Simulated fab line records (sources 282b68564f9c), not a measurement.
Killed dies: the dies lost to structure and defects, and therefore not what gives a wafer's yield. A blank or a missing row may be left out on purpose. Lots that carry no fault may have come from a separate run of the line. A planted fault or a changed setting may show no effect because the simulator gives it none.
Comparing a struck lot with a sound one | flow ritCmos | 18 out of 202 route steps
Sound: wafers L492.2, L492.3, L492.6. Struck: wafers L504.3, L504.4, L504.6. The cause comes at the end.
Order at every step that has rows: each side's tool, ch and its chambers, its first start. Under that, the readings that differ: sound wafers | struck wafers | difference of the means | sigmas: that difference in standard deviations of wafers without a fault.
alike: readings with means less than 2 such deviations apart, plus words and numbers identical on both sides. not compared: withheld readings, readings lacking a value on some wafer, bounds such as >300 that could conceal the same value, and numbers that have no deviation in the record and whose values overlap.
A row with sigmas, a row that says differs or no value, or rows on one side alone: a step with any of these is where the two part. Numbers that have no deviation but don't overlap get no sigmas and don't part them. Lack of a reading on every wafer of one side parts them only where that side has two or more wafers.

first, 4 steps without rows for these wafers: RIT_NSD_SOFTBAKE_02 (time 60 s); RIT_NSD_EXPOSE_03 (exposes mask M9, target cd 40700 nm); RIT_NSD_PEB_04; RIT_NSD_DEVELOP_05 (develop time 50 s).
RIT_NSD_OVL_MEAS_06:
  sound: overlay-01 at day 4 02:08; struck: overlay-01 at day 6 13:59
  alike: NSD_OVL
then, 2 steps without rows for these wafers: RIT_NSD_HARDBAKE_07 (time 60 s); RIT_NSD_IMPLANT_08.
RIT_NSD_STRIP_09: strips in O2, time 180 s.
  sound on plasmaAsher-04 ch 0,1, day 4 02:28; struck on plasmaAsher-01 ch 0,1, day 6 14:22
  alike: drypumpMotorCurrentA, rfReflPowerW
  not compared: rfHoursCounterH
RIT_NSD_TW_MEAS_10:
  sound: filmMetro-01 at day 4 02:39; struck: filmMetro-01 at day 6 14:30
  alike: NSD_TW
then, 3 steps without rows for these wafers: RIT_PSD_HMDS_00 (prime time 60 s); RIT_PSD_COAT_01 (resist thk 1000 nm); RIT_PSD_SOFTBAKE_02 (time 60 s).
RIT_PSD_EXPOSE_03: exposes mask M10, target cd 40900 nm.
  sound on ilineStepper-02 ch 0, day 4 03:10; struck on ilineStepper-02 ch 0, day 6 15:10
reading                   | sound             | struck            | difference | sigmas
model.PSD.overlayXNm (nm) | -0.22 -0.22 -0.22 | 129.6 129.6 129.6 | +129.8     | 
  alike: mask
then, 2 steps without rows for these wafers: RIT_PSD_PEB_04; RIT_PSD_DEVELOP_05 (develop time 50 s).
RIT_PSD_OVL_MEAS_06:
  sound: overlay-01 at day 4 03:34; struck: overlay-01 at day 6 15:32
reading      | sound          | struck            | difference | sigmas
PSD_OVL (nm) | -1.9 -2.9 -0.7 | 126.3 128.6 127.9 | +129.4     | +81
then, 1 step without rows for these wafers: RIT_PSD_HARDBAKE_07 (time 60 s).
RIT_M1_PROBE_99:
  sound: prober-02 at day 4 12:30; struck: prober-02 at day 7 00:11
reading                                            | sound                | struck               | difference | sigmas
model.etest.selectEdgeDiodeP.leakLog10A (angstrom) | -10.34 -10.51 -10.33 | -10.03 -9.918 -9.955 | +0.43      | 
  alike: killed_at_M0_to_M3, killedAtContacts, killedAtFrontEnd, killedDies, killedOpen, killedShort

== WHERE THEY PART ==
Only at RIT_PSD_OVL_MEAS_06, as far as this record shows. Later steps at which nothing parts them and some readings are alike: RIT_M1_PROBE_99.

WHY: what had been put in by the simulator
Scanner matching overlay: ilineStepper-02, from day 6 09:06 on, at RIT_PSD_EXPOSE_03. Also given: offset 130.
